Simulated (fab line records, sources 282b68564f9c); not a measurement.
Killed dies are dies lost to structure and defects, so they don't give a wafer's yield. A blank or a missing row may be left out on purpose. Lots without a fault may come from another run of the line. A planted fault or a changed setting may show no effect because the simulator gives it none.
A struck lot beside a sound one | flow rit_cmos | 26 steps out of a route of 202
Sound: wafers L223.3, L223.4, L223.6. Struck: wafers L236.1, L236.2, L236.3. The cause comes at the end.
At each step with rows: each side's tool, then ch and its chambers, then its first start. Under that, the readings that differ: sound wafers | struck wafers | difference of the means | sigmas: that difference in standard deviations of wafers without a fault.
alike: readings whose means differ by less than 2 such deviations, and words and numbers that are the same on both sides. not compared: withheld readings, readings that some wafer has no value for, bounds like >300 that may hide the same value, and numbers for which the record gives no deviation and whose values overlap.
The two part at a step that has a row with sigmas, a row that says differs or no value, or rows on one side only. Numbers that don't overlap but have no deviation are shown without sigmas and don't part them. A reading that every wafer of one side lacks parts them only if that side has two wafers or more.

first, 1 step without rows for these wafers: RIT_PRETRO_IMPLANT_08.
RIT_PRETRO_STRIP_09: strips in O2, time 180 s.
  sound on plasma_asher-04 ch 0,1, day 3 20:33; struck on plasma_asher-03 ch 0,1, day 6 22:43
  alike: drypump_motor_current_A
  not compared: rf_hours_counter_h
RIT_PRETRO_TW_MEAS_10:
  sound on film_metro-03, day 3 20:41; struck on film_metro-03, day 6 22:53
  alike: PRETRO_TW
then, 5 steps without rows for these wafers: RIT_GATE_WET_ETCH_00 (etches SiO2 in BOE, target depth 56 nm, time 60 s); RIT_GATE_CLEAN_01 (cleans in SC1, time 600 s); RIT_GATE_CLEAN_02 (cleans in dHF, time 30 s); RIT_GATE_CLEAN_03 (cleans in SC2, time 600 s); RIT_GATE_CLEAN_04 (cleans in dHF, time 60 s).
RIT_FOX2_THK_MEAS_91:
  sound on film_metro-04, day 3 21:11; struck on film_metro-03, day 6 23:23
  reading                     | sound       | struck      | difference | sigmas
  FIELD_OXIDE_LEFT_2_THK (nm) | 270 270 266 | 252 249 255 | -17        | -2
then, 2 steps without rows for these wafers: RIT_GATE_OXIDATION_05 (target thk 3 nm, ox time 270 s); RIT_GATE_ANNEAL_06 (time 600 s).
RIT_GATE_THK_MEAS_07:
  sound on film_metro-02, day 4 02:48; struck on film_metro-02, day 7 02:26
  alike: GATE_OXIDE_THK
RIT_GATE_CVD_08: deposits poly-Si from SiH4, target thk 250 nm, time 2220 s.
  sound on lpcvd-02 ch 0, day 4 05:02; struck on lpcvd-02 ch 1, day 7 04:17
  alike: zone_power_load_pct
RIT_GATE_THK_MEAS_09:
  sound on film_metro-02, day 4 07:29; struck on film_metro-04, day 7 05:55
  reading            | sound             | struck            | difference | sigmas
  GATE_POLY_THK (nm) | 250.8 251.2 251.0 | 501.2 501.4 501.6 | +250.4     | +99 or more
then, 6 steps without rows for these wafers: RIT_GATE_HMDS_10 (prime time 60 s); RIT_GATE_COAT_11 (resist thk 850 nm); RIT_GATE_SOFTBAKE_12 (time 60 s); RIT_GATE_EXPOSE_13 (exposes mask M6, target cd 150 nm); RIT_GATE_PEB_14; RIT_GATE_DEVELOP_15 (develop time 50 s).
RIT_GATE_CD_MEAS_16: target cd 150 nm.
  sound on cd_sem-01, day 4 08:44; struck on cd_sem-02, day 7 07:17
  reading    | sound             | struck            | difference | sigmas
  cd_nm (nm) | 151.9 152.0 150.6 | 145.4 145.7 144.2 | -6.4       | -3
RIT_GATE_OVL_MEAS_17:
  sound on overlay-01, day 4 08:49; struck on overlay-02, day 7 07:25
  alike: GATE_OVL
then, 1 step without rows for these wafers: RIT_GATE_HARDBAKE_18 (time 60 s).
RIT_GATE_ETCH_19: etches poly-Si in SF6/CHF3/O2, stops on SiO2, time 165 s, target depth 312.5 nm.
  sound on rie_si-02 ch 1,2,3, day 4 08:59; struck on rie_si-01 ch 0,1,3, day 7 07:49
  reading                          | sound             | struck            | difference | sigmas
  oes_product_au (a.u.)            | 0.843 0.850 0.863 | 1.000 1.006 0.958 | +0.136     | +14
  model.etch.depth_nm (nm)         | 250.7 251.5 251   | 308.6 311.2 302   | +56.2      |
  model.GATE.feature_depth_nm (nm) | 250.7 251.5 251   | 308.6 311.2 302   | +56.2      |
  alike: drypump_motor_current_A, he_backside_leak_sccm, rf_fwd_power_W, throttle_valve_pct
  not compared: rf_hours_counter_h
RIT_GATE_STRIP_20: strips in O2, time 180 s.
  sound on plasma_asher-04 ch 0,1, day 4 09:10; struck on plasma_asher-04 ch 0,1, day 7 08:10
  alike: drypump_motor_current_A
  not compared: rf_hours_counter_h
RIT_M1_PROBE_99:
  sound on prober-01, day 5 07:04; struck on prober-02, day 8 06:07
  reading             | sound | struck      | difference | sigmas
  killed_at_front_end | 2 7 1 | 264 264 264 | +261       | +93
  killed_dies         | 2 8 1 | 264 264 264 | +260       | +93
  killed_on_rim       | 0 3 0 | 70 70 70    | +69        | +49
  alike: killed_at_contacts, killed_open, killed_short

WHERE THEY PART
First at RIT_FOX2_THK_MEAS_91; last, within this record, at RIT_M1_PROBE_99.

WHY: what the simulator had put in
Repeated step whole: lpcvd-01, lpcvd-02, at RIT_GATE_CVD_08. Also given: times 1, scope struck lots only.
